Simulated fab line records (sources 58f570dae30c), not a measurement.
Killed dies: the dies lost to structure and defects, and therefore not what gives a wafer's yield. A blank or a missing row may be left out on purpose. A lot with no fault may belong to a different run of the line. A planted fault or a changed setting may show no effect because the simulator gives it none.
Which of the tools did it?    flow berkeley-cmos170    42 wafers from 14 lots sampled at 2 of the route's 331 steps

WHAT THE GAUGES READ, wafer by wafer
UCB170_GATE_THK_MEAS_02. Usual: GATE_OXIDE_THK gives 6.63 nm (standard deviation 0.12).
lot   measured     on             GATE_OXIDE_THK (nm)  flag
L859  day 5 10:49  film-metro-01  6.70 6.54 6.70       
L861  day 6 01:02  film-metro-02  6.63 6.65 6.64       
L862  day 6 06:49  film-metro-01  6.62 6.58 6.68       
L863  day 6 15:23  film-metro-02  6.55 6.62 6.57       
L864  day 6 15:23  film-metro-04  6.50 6.58 6.57       
L865  day 7 02:20  film-metro-02  6.77 6.76 6.68       
L866  day 7 02:21  film-metro-01  6.62 6.65 6.60       
L867  day 7 08:36  film-metro-04  6.52 6.52 6.46       
L868  day 7 13:04  film-metro-04  8.77 8.88 8.74       OFF
L869  day 7 13:02  film-metro-01  8.77 8.95 8.83       OFF
L871  day 8 03:58  film-metro-01  6.70 6.63 6.70       
L873  day 8 14:44  film-metro-01  6.52 6.42 6.56       
L877  day 9 14:52  film-metro-02  6.53 6.67 6.60       
L878  day 9 14:51  film-metro-01  6.87 6.95 6.84       

WHAT TOOL EACH LOT RAN ON (gives the tool, then ch and the chambers of the sampled wafers, and finally the start)
lot   UCB170_GATE_OXIDATION_01
L859  furnace-03 ch 0, day 5 09:18
L861  furnace-01 ch 0, day 5 23:32
L862  furnace-03 ch 0, day 6 05:18
L863  furnace-03 ch 0, day 6 13:53
L864  furnace-03 ch 0, day 6 13:53
L865  furnace-03 ch 0, day 7 00:50
L866  furnace-03 ch 0, day 7 00:50
L867  furnace-04 ch 0, day 7 07:06
L868  furnace-03 ch 0, day 7 11:32
L869  furnace-03 ch 0, day 7 11:32
L871  furnace-04 ch 0, day 8 02:27
L873  furnace-01 ch 0, day 8 13:14
L877  furnace-01 ch 0, day 9 13:21
L878  furnace-01 ch 0, day 9 13:21
- UCB170_GATE_OXIDATION_01: target thk 6.6 nm, ox time 1800 s.

AS READ BY THE TOOLS THEMSELVES (means over the sampled wafers that have a number; for cases with no such wafer, the mark the record gives instead)
UCB170_GATE_OXIDATION_01. Usual: ox-temp-c reads 850.1 C (standard deviation 0.38).
lot   tool        ox-temp-c (C)  flag
L859  furnace-03  849.8          
L861  furnace-01  850.1          
L862  furnace-03  850.0          
L863  furnace-03  849.9          
L864  furnace-03  850.5          
L865  furnace-03  850.1          
L866  furnace-03  850.5          
L867  furnace-04  850.2          
L868  furnace-03  850.0          
L869  furnace-03  850.0          
L871  furnace-04  849.7          
L873  furnace-01  850.5          
L877  furnace-01  850.1          
L878  furnace-01  850.1          

THE ANSWER, worked out from the rows above alone
Rule: a lot counts as off when the mean over its wafers that have a number is more than 3 standard deviations away from the usual mean. Also off: a lot with no number at a reading for which 4 or more lots have one. Any other lot the step has rows for is counted as sound. Order of review: gauges by route order, followed by the tools' own readings, for which a lot's mean as printed above is used. At the first step where some lot is off, the reading lying furthest off is the one used; lots without a number count as furthest.
Off: L868, L869, at UCB170_GATE_THK_MEAS_02 (GATE_OXIDE_THK).
If a tool, at a process step before that reading, ran all the lots that are off and no sound lot after the first of them, it fits. The gauges at UCB170_GATE_THK_MEAS_02 are tried like those tools. One candidate fits, namely furnace-03 at UCB170_GATE_OXIDATION_01. Its last sound lot is L865 (day 7 00:50), its first lot that is off L868 (day 7 11:32): a fault that began between those two fits.

WHAT HAD BEEN PUT IN BY THE SIMULATOR
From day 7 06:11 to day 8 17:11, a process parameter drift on furnace-03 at UCB170_GATE_OXIDATION_01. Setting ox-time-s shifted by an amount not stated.
Shown lots that were struck: L869, L868. The rule given above showed the same thing.
